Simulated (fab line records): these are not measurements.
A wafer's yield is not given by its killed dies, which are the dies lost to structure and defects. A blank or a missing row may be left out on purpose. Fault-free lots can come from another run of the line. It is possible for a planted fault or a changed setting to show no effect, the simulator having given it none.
8D (eight disciplines) problem report, filled in by code | flow berkeley-cmos170 | the parts of the form that need people (team, actions taken, sign-off) are left out

## 1. THE ISSUE
SILICIDE_TI_RS at UCB170_SILICIDE_RS_MEAS_02 reads a mean of 17.1 ohm/sq on 6 wafers of 2 lots; wafers without a fault read 26.0 ohm/sq with a standard deviation of 0.36. That puts it -25 standard deviations away from the usual mean.
The step: measures by four-point-probe.
The first sign was on wafer L170.1 at day 11 11:37, on film-metro-04. The record has a number at this step for 42 wafers belonging to 14 lots. By rule, "out" or "out of limits" means more than 4 standard deviations away from the usual mean. The other wafers with a number count as sound.

## 2. WHAT IT IS; WHAT IT IS NOT
question                    | is                           | is not
which readings at this step | SILICIDE_TI_RS               | -
which lots                  | L170, L173                   | L163, L164, L165, L169, L171, L172, L174, L178, L179, L180, L183, L185
which wafers of those lots  | all that have a number       | -
read on which gauges        | film-metro-03, film-metro-04 | film-metro-01
when                        | from day 11 11:37            | up to then (18 sound wafers); but 18 sound wafers of L174, L178, L179, L180, L183, L185 came after

## 3. THE SUSPECTS, EACH WITH WHAT RULES IT OUT
Counting: a tool at a process step up to the reading stays a suspect if it ran every lot that is out and no sound lot after the first of them.
- the gauge at UCB170_SILICIDE_RS_MEAS_02 has been ruled out. Those wafers that are out were read across 2 gauges (film-metro-03, film-metro-04).
- pvd-sputter-01 at UCB170_SILICIDE_SPUTTER_01 (material Ti, target thk 30 nm, time 25 s): kept. All lots that are out passed through it, beginning with L170 at day 11 11:35, and no sound lot followed; its final sound lot before that point was L171 at day 11 07:36.
The count leaves pvd-sputter-01 at UCB170_SILICIDE_SPUTTER_01.

## 4. THE CAUSE (what the simulator had put in)
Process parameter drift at UCB170_SILICIDE_SPUTTER_01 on pvd-sputter-01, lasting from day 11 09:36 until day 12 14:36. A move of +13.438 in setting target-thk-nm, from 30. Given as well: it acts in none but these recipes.
Only this tool survived the counting.

## 5. SEQUENCE OF EFFECTS, ordered by route
One row per reading whose mean, taken over the struck wafers that have a number, lies over 3 standard deviations from the usual. Only readings for which the record gives a usual standard deviation are gone through. hours: the time from each lot's start at the first step in this table that gives one to its start at this step, as a median over the lots. sigmas: the change in usual standard deviations.
hours | step                        | reading         | usual       | on struck wafers | change | sigmas
0     | UCB170_SILICIDE_RS_MEAS_02  | SILICIDE_TI_RS  | 26.0 ohm/sq | 17.1             | -8.9   | -25
0     | UCB170_SILICIDE_THK_MEAS_03 | SILICIDE_TI_THK | 30.3 nm     | 43.5             | +13.2  | +31

## 6. HOW IT WOULD HAVE BEEN CAUGHT EARLIER
Counted from the fault's start at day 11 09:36, it took 2 hours until the first out-of-limits reading at a measuring or inspecting step in this record, taken at day 11 11:37.
No tool reading at UCB170_SILICIDE_SPUTTER_01 that has a usual standard deviation in the record was out on any struck wafer, so an alarm limit of 4 standard deviations on those readings would not have fired.
Lots out: 2; of these, L173 started UCB170_SILICIDE_SPUTTER_01 on pvd-sputter-01 after day 11 11:37. Holding the tool at that time would have saved it.
